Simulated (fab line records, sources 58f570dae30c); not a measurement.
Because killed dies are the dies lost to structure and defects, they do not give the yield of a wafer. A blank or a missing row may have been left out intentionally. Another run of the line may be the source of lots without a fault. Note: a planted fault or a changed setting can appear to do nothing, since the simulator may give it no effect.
Tool commonality check / flow berkeley-cmos170 / Lots sampled 13, wafers sampled 45

## WHY IT WAS OPENED
2 of 13 lots carry a flag on the reading SPACER_TEOS_THK at UCB170_SPACER_THK_MEAS_01. No-fault wafers: 376 nm, standard deviation 4.7.
Rule: a lot gets a flag if all its wafers with a number sit over 4 standard deviations from that mean, or if no wafer of it has a number. All remaining lots are regarded as sound.

lot=L950; measured=day 7 08:05; on=film-metro-02; SPACER_TEOS_THK (nm), wafer by wafer=376 383 381; flag=
lot=L946; measured=day 7 08:27; on=film-metro-02; SPACER_TEOS_THK (nm), wafer by wafer=382 382 384; flag=
lot=L947; measured=day 7 09:26; on=film-metro-02; SPACER_TEOS_THK (nm), wafer by wafer=373 373 377; flag=
lot=L952; measured=day 8 09:09; on=film-metro-03; SPACER_TEOS_THK (nm), wafer by wafer=375 375 386; flag=
lot=L954; measured=day 8 20:10; on=film-metro-04; SPACER_TEOS_THK (nm), wafer by wafer=418 425 426 418 425 427; flag=FLAGGED
lot=L957; measured=day 9 20:22; on=film-metro-03; SPACER_TEOS_THK (nm), wafer by wafer=413 418 424 414 418 424; flag=FLAGGED
lot=L961; measured=day 9 20:22; on=film-metro-02; SPACER_TEOS_THK (nm), wafer by wafer=365 363 367; flag=
lot=L958; measured=day 9 20:25; on=film-metro-02; SPACER_TEOS_THK (nm), wafer by wafer=376 376 379; flag=
lot=L963; measured=day 10 19:13; on=film-metro-02; SPACER_TEOS_THK (nm), wafer by wafer=375 370 377; flag=
lot=L965; measured=day 10 19:26; on=film-metro-02; SPACER_TEOS_THK (nm), wafer by wafer=367 372 377; flag=
lot=L964; measured=day 10 19:43; on=film-metro-04; SPACER_TEOS_THK (nm), wafer by wafer=375 377 377; flag=
lot=L966; measured=day 11 06:51; on=film-metro-02; SPACER_TEOS_THK (nm), wafer by wafer=370 378 380; flag=
lot=L969; measured=day 11 19:12; on=film-metro-03; SPACER_TEOS_THK (nm), wafer by wafer=371 378 377; flag=
On average the flagged lots' numbers are 421 nm, which is +45 nm against the usual, or +10 standard deviations.

## EACH LOT AND THE TOOL IT RAN ON
The record keeps 1 process step preceding the reading, out of 331 steps on the route. Read each cell as the tool, then ch plus the chambers that the sampled wafers visited, then the start.
lot=L950; flag=; UCB170_SPACER_CVD_00=pecvd-03 ch 0,1,2, day 7 08:01
lot=L946; flag=; UCB170_SPACER_CVD_00=pecvd-02 ch 0,1,2, day 7 08:24
lot=L947; flag=; UCB170_SPACER_CVD_00=pecvd-04 ch 1,2, day 7 09:23
lot=L952; flag=; UCB170_SPACER_CVD_00=pecvd-04 ch 0,1, day 8 09:06
lot=L954; flag=FLAGGED; UCB170_SPACER_CVD_00=pecvd-03 ch 0,1,2, day 8 20:08
lot=L957; flag=FLAGGED; UCB170_SPACER_CVD_00=pecvd-03 ch 0,1, day 9 20:19
lot=L961; flag=; UCB170_SPACER_CVD_00=pecvd-04 ch 0,1,2, day 9 20:19
lot=L958; flag=; UCB170_SPACER_CVD_00=pecvd-02 ch 1,2, day 9 20:19
lot=L963; flag=; UCB170_SPACER_CVD_00=pecvd-04 ch 0,2, day 10 19:09
lot=L965; flag=; UCB170_SPACER_CVD_00=pecvd-02 ch 0,1,2, day 10 19:24
lot=L964; flag=; UCB170_SPACER_CVD_00=pecvd-04 ch 1,2, day 10 19:40
lot=L966; flag=; UCB170_SPACER_CVD_00=pecvd-04 ch 1,2, day 11 06:47
lot=L969; flag=; UCB170_SPACER_CVD_00=pecvd-04 ch 0,1, day 11 19:10
What these steps do:
- UCB170_SPACER_CVD_00: deposits SiO2 from TEOS/O2, target thk 376 nm, time 47 s.
- UCB170_SPACER_THK_MEAS_01

## FLAGGED OVER TOTAL, TOOL BY TOOL (the gauges that took the reading come last)
step=UCB170_SPACER_CVD_00; tool=pecvd-02; lots run=3; flagged=0; share of the flagged lots=none; sound lots run after its first flagged lot=-
step=UCB170_SPACER_CVD_00; tool=pecvd-03; lots run=3; flagged=2; share of the flagged lots=all; sound lots run after its first flagged lot=0
step=UCB170_SPACER_CVD_00; tool=pecvd-04; lots run=7; flagged=0; share of the flagged lots=none; sound lots run after its first flagged lot=-
step=UCB170_SPACER_THK_MEAS_01; tool=film-metro-02; lots run=8; flagged=0; share of the flagged lots=none; sound lots run after its first flagged lot=-
step=UCB170_SPACER_THK_MEAS_01; tool=film-metro-03; lots run=3; flagged=1; share of the flagged lots=some; sound lots run after its first flagged lot=1 (L969)
step=UCB170_SPACER_THK_MEAS_01; tool=film-metro-04; lots run=2; flagged=1; share of the flagged lots=some; sound lots run after its first flagged lot=1 (L964)

## WHAT THE TABLE PERMITS
1 row of the table ran every flagged lot: pecvd-03 at UCB170_SPACER_CVD_00.
- pecvd-03 at UCB170_SPACER_CVD_00: 2 of its 3 lots flagged. Its last sound lot is L950 (day 7 08:01), its first flagged lot L954 (day 8 20:08): a fault that began between those two fits.
Just one tool remains: pecvd-03 at UCB170_SPACER_CVD_00.

## WHAT HAD BEEN PUT IN BY THE SIMULATOR
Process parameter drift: pecvd-03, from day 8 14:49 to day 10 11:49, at UCB170_SPACER_CVD_00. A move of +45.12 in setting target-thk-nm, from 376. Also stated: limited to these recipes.
Lots struck among those shown: L954, L957. The rule given above showed the same thing.
